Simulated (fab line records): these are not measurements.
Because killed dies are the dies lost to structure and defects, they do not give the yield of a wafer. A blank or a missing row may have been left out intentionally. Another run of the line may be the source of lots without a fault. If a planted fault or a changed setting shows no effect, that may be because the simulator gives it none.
Commonality check across tools / flow rit_cmos / 15 lots, 45 wafers sampled

== REASON IT WAS OPENED ==
At RIT_PLDD_TW_MEAS_10 the reading PLDD_TW is flagged on 3 of 15 lots. Fault-free wafers read 2345, with a standard deviation of 14.
Rule: flag the lot when none of its wafers has a number, or when each of its wafers that has one lies beyond 4 standard deviations from that mean. The other lots count as sound.

lot=L157; measured=day 2 18:38; on=film_metro-03; PLDD_TW, wafer by wafer=2341 2329 2337; flag=
lot=L158; measured=day 2 23:56; on=film_metro-01; PLDD_TW, wafer by wafer=2337 2323 2333; flag=
lot=L159; measured=day 3 05:55; on=film_metro-03; PLDD_TW, wafer by wafer=2332 2342 2344; flag=
lot=L160; measured=day 3 11:40; on=film_metro-02; PLDD_TW, wafer by wafer=2357 2371 2355; flag=
lot=L161; measured=day 3 18:55; on=film_metro-01; PLDD_TW, wafer by wafer=2326 2333 2322; flag=
lot=L162; measured=day 3 21:16; on=film_metro-01; PLDD_TW, wafer by wafer=2337 2335 2335; flag=
lot=L163; measured=day 4 00:22; on=film_metro-02; PLDD_TW, wafer by wafer=2353 2352 2360; flag=
lot=L164; measured=day 4 07:34; on=film_metro-02; PLDD_TW, wafer by wafer=2363 2354 2354; flag=
lot=L166; measured=day 4 17:22; on=film_metro-02; PLDD_TW, wafer by wafer=2359 2361 2367; flag=
lot=L167; measured=day 4 20:58; on=film_metro-01; PLDD_TW, wafer by wafer=2346 2352 2340; flag=
lot=L168; measured=day 5 02:57; on=film_metro-02; PLDD_TW, wafer by wafer=2353 2374 2359; flag=
lot=L169; measured=day 5 09:17; on=film_metro-01; PLDD_TW, wafer by wafer=2351 2336 2348; flag=
lot=L170; measured=day 5 13:40; on=film_metro-01; PLDD_TW, wafer by wafer=2736 2744 2736; flag=FLAGGED
lot=L171; measured=day 5 17:38; on=film_metro-01; PLDD_TW, wafer by wafer=2739 2743 2742; flag=FLAGGED
lot=L173; measured=day 6 06:16; on=film_metro-02; PLDD_TW, wafer by wafer=2763 2770 2770; flag=FLAGGED
The mean of the flagged lots' numbers is 2749, +404 from the usual (+29 standard deviations).

== WHICH TOOL RAN EACH LOT ==
The record holds 1 process step before the reading, out of a route of 202 steps. Every cell lists first the tool, next ch and the chambers used by the sampled wafers, and last the start.
lot=L157; flag=; RIT_PLDD_IMPLANT_08=implanter-03 ch 0, day 2 18:20
lot=L158; flag=; RIT_PLDD_IMPLANT_08=implanter-02 ch 0, day 2 23:37
lot=L159; flag=; RIT_PLDD_IMPLANT_08=implanter-02 ch 0, day 3 05:35
lot=L160; flag=; RIT_PLDD_IMPLANT_08=implanter-03 ch 0, day 3 11:22
lot=L161; flag=; RIT_PLDD_IMPLANT_08=implanter-04 ch 0, day 3 18:35
lot=L162; flag=; RIT_PLDD_IMPLANT_08=implanter-04 ch 0, day 3 20:58
lot=L163; flag=; RIT_PLDD_IMPLANT_08=implanter-02 ch 0, day 4 00:03
lot=L164; flag=; RIT_PLDD_IMPLANT_08=implanter-03 ch 0, day 4 07:14
lot=L166; flag=; RIT_PLDD_IMPLANT_08=implanter-02 ch 0, day 4 17:03
lot=L167; flag=; RIT_PLDD_IMPLANT_08=implanter-04 ch 0, day 4 20:40
lot=L168; flag=; RIT_PLDD_IMPLANT_08=implanter-02 ch 0, day 5 02:40
lot=L169; flag=; RIT_PLDD_IMPLANT_08=implanter-03 ch 0, day 5 08:59
lot=L170; flag=FLAGGED; RIT_PLDD_IMPLANT_08=implanter-02 ch 0, day 5 13:02
lot=L171; flag=FLAGGED; RIT_PLDD_IMPLANT_08=implanter-03 ch 0, day 5 16:55
lot=L173; flag=FLAGGED; RIT_PLDD_IMPLANT_08=implanter-03 ch 0, day 6 05:39
What the steps here do:
- RIT_PLDD_IMPLANT_08
- RIT_PLDD_TW_MEAS_10

== FLAGGED AGAINST TOTAL, ONE TOOL AT A TIME (gauges that did the reading follow at the end) ==
step=RIT_PLDD_IMPLANT_08; tool=implanter-02; lots run=6; flagged=1; share of the flagged lots=some; sound lots run after its first flagged lot=0
step=RIT_PLDD_IMPLANT_08; tool=implanter-03; lots run=6; flagged=2; share of the flagged lots=some; sound lots run after its first flagged lot=0
step=RIT_PLDD_IMPLANT_08; tool=implanter-04; lots run=3; flagged=0; share of the flagged lots=none; sound lots run after its first flagged lot=-
step=RIT_PLDD_TW_MEAS_10; tool=film_metro-01; lots run=7; flagged=2; share of the flagged lots=some; sound lots run after its first flagged lot=0
step=RIT_PLDD_TW_MEAS_10; tool=film_metro-02; lots run=6; flagged=1; share of the flagged lots=some; sound lots run after its first flagged lot=0
step=RIT_PLDD_TW_MEAS_10; tool=film_metro-03; lots run=2; flagged=0; share of the flagged lots=none; sound lots run after its first flagged lot=-

== WHAT THE TABLE ALLOWS ==
No row of the table ran every flagged lot.

== WHAT THE SIMULATOR PUT IN ==
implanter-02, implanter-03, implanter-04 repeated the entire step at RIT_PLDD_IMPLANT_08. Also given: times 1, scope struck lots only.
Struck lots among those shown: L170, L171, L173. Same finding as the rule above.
